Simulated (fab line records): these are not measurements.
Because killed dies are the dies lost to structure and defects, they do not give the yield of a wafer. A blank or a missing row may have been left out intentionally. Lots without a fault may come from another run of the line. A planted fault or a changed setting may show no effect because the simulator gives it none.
Chamber matching | flow berkeley cmos170 | UCB170_SPACER_ETCHBACK_03 on rie diel-02: 4 sister chambers
The step etches SiO2 in CHF3/CF4/Ar, stops on Si, target depth 376 nm, time 100 s. 4 wafers are shown with their chamber, then 8 later ones without.

## EACH WAFER AND ITS CHAMBER
wafer  | chamber | throttle valve pct (%)
L083.3 | 3       | 6.49
L085.3 | 0       | 6.44
L085.4 | 1       | 6.63
L087.1 | 2       | 6.57

## WAFERS MISSING THEIR CHAMBER
wafer  | throttle valve pct (%)
L087.3 | 6.51
L087.4 | 6.63
L091.2 | 6.55
L091.5 | 6.45
L091.6 | 6.63
L094.3 | 6.43
L094.5 | 6.51
L094.6 | 6.55

## EACH ONE'S CHAMBER
wafer  | from the rows above | in truth
L087.3 | 3                   | 3
L087.4 | 1                   | 1
L091.2 | 2                   | 2
L091.5 | 0                   | 0
L091.6 | 1                   | 1
L094.3 | 0                   | 0
L094.5 | 3                   | 3
L094.6 | 2                   | 2
Placed correctly: 8 of 8. From these rows, 0 cannot be placed. 0 placed wrongly.
How it was worked out, from the rows above alone: a wafer's distance from a chamber is the root of the sum, over the readings, of the square of ((its reading less the chamber's mean) divided by the reading's scatter). If the next closest chamber is less than 2 further off than the closest, the wafer can't be placed; otherwise it belongs to the closest. A chamber's mean is the mean of its shown wafers. The scatter (one wafer shown for each chamber): square how far every hidden wafer sits from the nearest shown wafer, average those squares and take the square root.
